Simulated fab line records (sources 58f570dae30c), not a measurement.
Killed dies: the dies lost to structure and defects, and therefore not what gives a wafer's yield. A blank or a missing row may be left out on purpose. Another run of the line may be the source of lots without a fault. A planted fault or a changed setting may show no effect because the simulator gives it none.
Code-filled problem report in 8D (eight disciplines) form -- flow berkeley-cmos170 -- the parts of the form that need people (team, actions taken, sign-off) are left out

== 1. PROBLEM STATEMENT ==
At UCB170_V1_ETCH_14, oes-product-au averages 0.814 a.u. over 9 wafers from 3 lots, while fault-free wafers read 0.875 a.u., standard deviation 0.009. Relative to the usual mean, that is a shift of -6.8 standard deviations.
The step: etches SiO2 in CHF3/CF4/Ar, stops on Al, target depth 1250 nm, time 291 s.
The first sign was on wafer L497.3 at day 9 14:49, on rie-diel-03. Wafers with a number at this step in the record: 42, from 14 lots. Rule for "out" (also "out of limits"): further than 4 standard deviations from the usual mean. All remaining wafers that have a number are taken as sound.

== 2. WHAT IT IS; WHAT IT IS NOT ==
question,is,is not
which readings at this step,oes-product-au,"chamber-pressure-mTorr, drypump-motor-current-A, throttle-valve-pct"
which lots,"L497, L498, L500","L488, L490, L492, L493, L495, L496, L499, L504, L506, L507, L509"
which wafers of those lots,all that have a number,-
read on which tools,rie-diel-03,"rie-diel-01, rie-diel-04"
when,from day 9 14:49,"up to then (18 sound wafers); but 15 sound wafers of L499, L504, L506, L507, L509 came after"

== 3. THE SUSPECTS, EACH WITH WHAT RULES IT OUT ==
Counting: any tool at a process step up to the reading is kept as a suspect provided that every lot that is out went through it and no sound lot did after the first of them.
- rie-diel-03 at UCB170_V1_ETCH_14 (etches SiO2 in CHF3/CF4/Ar, stops on Al, target depth 1250 nm, time 291 s): kept. It ran every lot that is out, first L497 (day 9 14:49), and no sound lot after that; its last sound lot up to then is L496 (day 9 08:43). Its own oes-product-au readings are out on those wafers.
The count leaves rie-diel-03 at UCB170_V1_ETCH_14.

== 4. THE CAUSE (what the simulator had put in) ==
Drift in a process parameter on rie-diel-03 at UCB170_V1_ETCH_14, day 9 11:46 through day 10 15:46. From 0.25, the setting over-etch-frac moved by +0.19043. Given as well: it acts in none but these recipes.
After counting, this tool was the only one left.

== 5. THE CHAIN OF EFFECTS, in route order ==
Rows list readings where the struck wafers' mean (over those with a number) sits beyond 3 standard deviations from the usual. Scope: only readings with a usual standard deviation given in the record; hours: median across lots of the time from each lot's start at the first step in this table that gives one to its start at this step; sigmas: change in usual standard deviations.
hours,step,reading,usual,on struck wafers,change,sigmas
0,UCB170_V1_ETCH_14,oes-product-au,0.875 a.u.,0.814,-0.061,-6.8
0,UCB170_V1_STRIP_15,strip-time-to-endpoint-s,15.40 s,14.45,-0.95,-7.9
Its process steps:
- UCB170_V1_ETCH_14: etches SiO2 in CHF3/CF4/Ar, stops on Al, target depth 1250 nm, time 291 s.
- UCB170_V1_STRIP_15: strips in O2.
Later steps that measure or inspect, where all struck wafers having a row at the step show a number for every such reading and not one has moved that far: UCB170_M2_CD_MEAS_15.

== 6. HOW IT WOULD HAVE BEEN CAUGHT EARLIER ==
First out-of-limits reading in this record: day 9 14:49, which is 3 hours after fault onset at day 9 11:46.
